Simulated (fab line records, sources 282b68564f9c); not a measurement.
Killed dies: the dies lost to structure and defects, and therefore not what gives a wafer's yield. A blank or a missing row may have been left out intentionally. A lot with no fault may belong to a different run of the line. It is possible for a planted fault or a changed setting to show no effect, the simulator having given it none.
fab line records ; flow rit_cmos
[record] lots = 15; wafers = 45; last_day = 7
route steps=202 shown PWELL@44
lots that met no fault: from a run of the same line without faults
start_h: hours from the record's opening day to when the first of the lot's shown wafers began ; wait_h: time in hours since the lot's previous step ; " unchanged from the row above ; L1.1+2: several wafers, shown together as one row ; - value missing, or start not given ; * or withheld: withheld ; < > ~ a bound
route shown NAME@n: a module of which the file shows steps, and the number in the route of the first ; usual: mean and standard deviation over wafers with no fault ; same: alike in all rows ; chamber/n: place in a boat ; sites: the reading at each site ; _std_site: the values' standard deviation ; _edge_site: mean of outer sites minus mean of inner sites ; radius_mm: for every site, how far away it sits from the centre of the wafer ; mask NAME#n: copy n ; behind: the most recent tool/chamber to have shaped the wafer ; hold: reason for holding the lot/hours on hold/outcome of the hold ; device: the transistor (n, p or np) that didn't switch ; end of line: the route-end tests of the same wafers ; where a step has no rows: the recipe by itself ; killed: at the first sort, the dies lost to defects and structure; wafer yield is something else ; map: a wafer's dies, x killed, . not, _ none there
set.NAME: setting as actually run; set.NAME@STEP: the setting as run at that earlier step ; model.NAME: the simulator's own value behind a step, which no gauge read
the route's steps for a sample of lots (tables are steps, rows are wafers)
services: the hour from which a tool's chamber was out of use, counted from the record's first day as start_h (under 0 if before that day), plus the number of hours and why
[[steps]]
[step RIT_PWELL_DEVELOP_05]
[recipe] resist = NOVOLAK; develop_time_s = 68; dev_temp_c = 23
[usual] chill_plate_temp_C = 23.00/0.11; develop_time_s = 68/0
lot.wafer;tool;chamber;start_h;wait_h;chill_plate_temp_C;develop_time_s
L118.4;litho_track-04;0;27;-;23.05;68
L118.5;litho_track-04;0;27;-;22.95;68
L118.6;litho_track-04;0;27;-;22.87;68
L119.1;litho_track-04;0;32;-;22.91;68
L119.2;litho_track-04;0;32;-;22.86;68
L119.3;litho_track-04;0;32;-;22.85;68
L120.3;litho_track-03;0;38;-;23.23;68
L120.4;litho_track-03;0;38;-;23.06;68
L120.5;litho_track-03;0;38;-;23.06;68
L122.2;litho_track-02;0;47;-;22.89;68
L122.4;litho_track-02;0;47;-;23.02;68
L122.5;litho_track-02;0;47;-;23.09;68
L125.3;litho_track-04;0;62;-;23.00;68
L125.5;litho_track-04;0;62;-;23.03;68
L125.6;litho_track-04;0;62;-;22.96;68
L126.1;litho_track-02;-;67;-;-;-
L126.4;litho_track-02;-;67;-;-;-
L126.6;litho_track-02;-;67;-;-;-
L127.2;litho_track-04;-;71;-;-;-
L127.5;litho_track-04;-;71;-;-;-
L127.6;litho_track-04;-;71;-;-;-
L128.2;litho_track-03;-;76;-;-;-
L128.5;litho_track-03;-;76;-;-;-
L128.6;litho_track-03;-;76;-;-;-
L131.3;litho_track-02;0;92;-;22.98;68
L131.5;litho_track-02;0;92;-;22.87;68
L131.6;litho_track-02;0;92;-;22.82;68
L135.3;litho_track-02;0;112;-;22.99;68
L135.5;litho_track-02;0;112;-;23.22;68
L135.6;litho_track-02;0;112;-;23.19;68
L136.1;litho_track-03;0;117;-;23.02;68
L136.4;litho_track-03;0;117;-;23.06;68
L136.6;litho_track-03;0;117;-;23.01;68
L137.2;litho_track-03;0;122;-;22.93;68
L137.3;litho_track-03;0;122;-;22.85;68
L137.5;litho_track-03;0;122;-;22.97;68
L138.2;litho_track-03;0;127;-;23.10;68
L138.3;litho_track-03;0;127;-;23.01;68
L138.6;litho_track-03;0;127;-;23.04;68
L139.1;litho_track-02;0;132;-;23.13;68
L139.3;litho_track-02;0;132;-;22.97;68
L139.4;litho_track-02;0;132;-;22.99;68
L140.1;litho_track-04;0;136;-;22.93;68
L140.2;litho_track-04;0;136;-;22.84;68
L140.3;litho_track-04;0;136;-;23.04;68
[[services]]
tool;chamber;start_h;hours;kind
litho_track-04;-;121.97;-;consumable_replace:filter
[[key]]
[first_sign] step = RIT_PWELL_DEVELOP_05; reading = tool_record; direction = missing
effect none on later readings
met_at RIT_PWELL_DEVELOP_05
struck_lots L126,L127,L128
sort_left_out L126.1,L126.4,L126.6,L127.2,L127.5,L127.6,L128.2,L128.5,L128.6
tester_left_out L126,L127,L128
onset_between 62 67
[fault] kind = skipped_step_whole; tool = litho_track-02,litho_track-03,litho_track-04; chamber = -; onset_h = 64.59; steps = RIT_PWELL_DEVELOP_05; scope = struck_lots_only
// tester_left_out: of these lots the tester's yield and bins aren't shown, on N5 and GAA mostly nor the transistor test; their killed dies are dies lost to structure and defects alone, not to doping, threshold or leakage, so they don't give the yield
// sort_left_out: the simulated sort isn't trusted on such a fault, so these wafers' sort isn't shown, and their yield isn't known
